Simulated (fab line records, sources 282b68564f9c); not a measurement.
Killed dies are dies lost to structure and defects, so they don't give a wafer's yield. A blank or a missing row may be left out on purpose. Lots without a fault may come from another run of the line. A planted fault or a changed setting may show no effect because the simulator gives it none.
fab line records | flow rit_cmos
record lots=13 wafers=39 last_day=7
route steps=202 shown M1@192
lots that met no fault: from a run of the same line without faults
start_h: hours from the record's first day to the start of the lot's first wafer shown | wait_h: hours since the lot's step before | " the same as in the row above | L1.1+2: a row that stands for several wafers | - no value, or no start given | * or withheld: withheld | < > ~ a bound
route shown NAME@n: a module of which the file shows steps, and the number in the route of the first | usual: mean/standard deviation of fault-free wafers | same: alike in all rows | chamber/n: place in a boat | sites: the reading at each site | _std_site: their standard deviation | _edge_site: outer sites' mean less inner sites' | radius_mm: how far each site lies from the wafer's centre | mask NAME#n: copy n | behind: the tool/chamber that last shaped the wafer | hold: why the lot was held/for how many hours/how that ended | device: the transistor (n, p or np) that didn't switch | end of line: the same wafers' tests at the end of the route | a step without rows: its recipe alone | killed: dies lost to structure and defects at the first sort, not the wafer's yield | map: a wafer's dies, x killed, . not, _ none there
set.NAME: the setting as run; set.NAME@STEP: as run at that earlier step | model.NAME: the simulator's own value behind a step, which no gauge read
steps of the route over a sample of lots; a table a step, a row a wafer
## steps
# step RIT_M1_DEVELOP_08
# recipe resist=NOVOLAK develop_time_s=68 dev_temp_c=23
# columns lot.wafer tool chamber start_h wait_h
L979.3+4+5 litho_track-03 0 56 -
L980.4+5+6 litho_track-03 0 61 -
L981.1+5+6 litho_track-03 0 68 -
L982.2+4+6 litho_track-03 0 74 -
L983.2+3+4 litho_track-02 0 80 -
L984.1+4+5 litho_track-04 0 81 -
L985.1+2+4 litho_track-02 0 89 -
L986.1+2+6 litho_track-03 0 95 -
L987.2+5+6 litho_track-02 0 97 -
L994.2+4+5 litho_track-04 0 130 -
L997.1+2+4 litho_track-04 0 152 -
L100.1+3+4 litho_track-03 0 165 -
L101.1+3+5 litho_track-03 0 170 -
# step RIT_M1_CD_MEAS_09
# recipe target_cd_nm=2600
# usual cd_nm=2599.8/2.1
# columns lot.wafer tool chamber start_h wait_h cd_nm
L979.3 cd_sem-02 - 56.85 - 2600.1
L979.4 " - " " 2599.3
L979.5 " - " " 2599.8
L980.4 cd_sem-02 - 61.27 - 2601.7
L980.5 " - " " 2599.0
L980.6 " - " " 2599.8
L981.1 cd_sem-02 - 68.36 - 2601.3
L981.5 " - " " 2597.5
L981.6 " - " " 2599.5
L982.2 cd_sem-02 - 74.63 - 2601.2
L982.4 " - " " 2599.5
L982.6 " - " " 2601.6
L983.2 cd_sem-02 - 80.34 - 2599.6
L983.3 " - " " 2600.9
L983.4 " - " " 2597.7
L984.1 cd_sem-02 - 81.97 - 2605.3
L984.4 " - " " 2604.7
L984.5 " - " " 2603.2
L985.1 cd_sem-02 - 89.98 - 2601.8
L985.2 " - " " 2598.5
L985.4 " - " " 2598.1
L986.1 cd_sem-02 - 95.22 - 2604.9
L986.2 " - " " 2605.2
L986.6 " - " " 2602.7
L987.2 cd_sem-02 - 97.18 - 2597.7
L987.5 " - " " 2598.2
L987.6 " - " " 2596.5
L994.2 cd_sem-02 - 130.36 - 2656.6
L994.4 " - " " 2655.4
L994.5 " - " " 2656.9
L997.1 cd_sem-02 - 152.90 - 2656.3
L997.2 " - " " 2656.1
L997.4 " - " " 2655.3
L100.1 cd_sem-01 - 165.28 - 2597.7
L100.3 " - " " 2599.8
L100.4 " - " " 2598.3
L101.1 cd_sem-01 - 170.62 - 2600.5
L101.3 " - " " 2599.2
L101.5 " - " " 2600.2
# step RIT_M1_PROBE_99
# usual defect_limited_yield=97.3/1.3 killed_at_contacts=0.1/0.3 killed_at_front_end=7/3.4 killed_dies=7/3.4 killed_open=3.6/2.1 killed_short=3.5/2.1 sort_bin_3_pad_short=0.1/0.27 sort_bin_5_function=1.5/0.75 sort_bin_6_memory=1.0/0.75 sort_n_pass=257/3.4 sort_yield_pct=97.3/1.3
# same gross_dies=264 killed_at_M0_to_M3=0 killed_at_M4_up=0 killed_at_back_side=0 killed_at_other=0
# columns lot.wafer tool chamber start_h wait_h defect_limited_yield[%] killed_at_contacts killed_at_front_end killed_dies killed_open killed_short sort_bin_3_pad_short[%] sort_bin_5_function[%] sort_bin_6_memory[%] sort_n_pass sort_yield_pct[%]
L994.2 prober-02 - 133.05 0.1 98.5 0 4 4 1 3 0 1.1 0.4 260 98.5
L994.4 prober-02 - 133.15 0.2 99.2 0 2 2 1 1 0 0.4 0.4 262 99.2
L994.5 prober-02 - 133.20 0.2 98.1 0 5 5 4 1 0 0 1.9 259 98.1
L100.1 prober-01 - 167.98 0.1 97.3 0 7 7 5 2 0.4 1.5 0.8 257 97.3
L100.3 prober-01 - 168.08 0.2 97.3 0 7 7 5 2 0 1.9 0.8 257 97.3
L100.4 prober-01 - 168.13 0.2 96.6 0 9 9 4 5 0.8 1.1 1.5 255 96.6
L101.1 prober-02 - 173.28 0.1 97.7 1 5 6 1 5 0.4 1.5 0.4 258 97.7
L101.3 prober-02 - 173.38 0.2 97.3 0 7 7 6 1 0 1.5 1.1 257 97.3
L101.5 prober-02 - 173.48 0.2 96.2 0 10 10 6 4 0 1.9 1.9 254 96.2
# killed by level:class
L994.2 GATE:geometric_particle:short=3 SILICIDE:geometric_particle:open=1
L994.4 SPACER:geometric_particle:short=1 SILICIDE:geometric_particle:open=1
L994.5 GATE:geometric_particle:open=4 REOX:geometric_particle:short=1
L100.1 GATE:geometric_particle:open=4 GATE:geometric_particle:short=2 SILICIDE:geometric_particle:open=1
L100.3 GATE:geometric_particle:open=4 SPACER:geometric_particle:short=2 ACTIVE:geometric_particle:open=1
L100.4 GATE:geometric_particle:open=3 GATE:geometric_particle:short=2 FOX1:geometric_particle:short=1 FOX2:geometric_particle:short=1 REOX:geometric_particle:open=1 SILICIDE:geometric_particle:short=1
L101.1 GATE:geometric_particle:short=3 GATE:geometric_particle:open=1 SPACER:geometric_particle:short=1 CONTACT:geometric_particle:short=1
L101.3 GATE:geometric_particle:open=3 SPACER:geometric_particle:open=2 FOX1:geometric_particle:open=1 GATE:geometric_particle:short=1
L101.5 GATE:geometric_particle:open=3 GATE:geometric_particle:short=3 REOX:geometric_particle:open=2 SILICIDE:geometric_particle:open=1 SILICIDE:geometric_particle:short=1
## key
first_sign step=RIT_M1_CD_MEAS_09 reading=cd_nm direction=up sigmas=26 usual=2599.8 struck=2656.1 through=control_loop
effect none on later readings
met_at RIT_M1_DEVELOP_08
struck_lots L994,L997
loop_trim step=RIT_M1_EXPOSE_06 setting=dose lots=L994
onset_between 81 130
fault kind=process_parameter_drift tool=litho_track-04 chamber=- onset_h=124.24 steps=RIT_M1_DEVELOP_08 channel=develop_time_s offset=* shape=step end_h=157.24 acts_in=* stated=*
# loop_trim: a control loop set the setting to another value than it would have without faults
